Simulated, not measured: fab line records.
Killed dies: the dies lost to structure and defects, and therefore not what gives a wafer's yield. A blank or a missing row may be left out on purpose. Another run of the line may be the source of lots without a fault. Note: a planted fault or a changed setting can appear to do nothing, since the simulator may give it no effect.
Chamber matching / flow ritCmos / rieSi-01 running RIT_GATE_ETCH_19: 4 sister chambers
The step etches poly-Si in SF6/CHF3/O2, stops on SiO2, time 165 s, target depth 312.5 nm. 4 wafers are shown with their chamber, then 9 later ones without.

== EACH WAFER AND ITS CHAMBER ==
wafer=L806.1; chamber=3; throttleValvePct (%)=10.56
wafer=L810.6; chamber=0; throttleValvePct (%)=10.44
wafer=L820.4; chamber=1; throttleValvePct (%)=9.98
wafer=L820.6; chamber=2; throttleValvePct (%)=9.99

== WAFERS MISSING THEIR CHAMBER ==
wafer=L822.2; throttleValvePct (%)=10.00
wafer=L822.3; throttleValvePct (%)=10.42
wafer=L822.4; throttleValvePct (%)=10.55
wafer=L823.1; throttleValvePct (%)=10.00
wafer=L823.3; throttleValvePct (%)=9.99
wafer=L823.6; throttleValvePct (%)=9.99
wafer=L824.1; throttleValvePct (%)=10.43
wafer=L824.4; throttleValvePct (%)=9.98
wafer=L824.5; throttleValvePct (%)=9.98

== THE CHAMBER EACH PASSED THROUGH ==
wafer=L822.2; from the rows above=can't be placed: 2 or 1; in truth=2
wafer=L822.3; from the rows above=0; in truth=0
wafer=L822.4; from the rows above=3; in truth=3
wafer=L823.1; from the rows above=can't be placed: 2 or 1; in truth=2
wafer=L823.3; from the rows above=can't be placed: 2 or 1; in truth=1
wafer=L823.6; from the rows above=can't be placed: 2 or 1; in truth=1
wafer=L824.1; from the rows above=0; in truth=0
wafer=L824.4; from the rows above=can't be placed: 1 or 2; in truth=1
wafer=L824.5; from the rows above=can't be placed: 1 or 2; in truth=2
3 of 9 placed correctly. Cannot be placed on the basis of these rows: 6; the candidates contain the true chamber in 6. Wrongly placed: 0.
How it was worked out, from the rows above alone: a wafer's distance from a chamber is the root of the sum, over the readings, of the square of ((its reading less the chamber's mean) divided by the reading's scatter). If the next closest chamber is less than 2 further off than the closest, the wafer can't be placed; otherwise it belongs to the closest. Each chamber's mean is taken over the wafers shown for it. The scatter: with one shown wafer a chamber, the root of the mean of the squares of how far each hidden wafer lies from its nearest shown one.
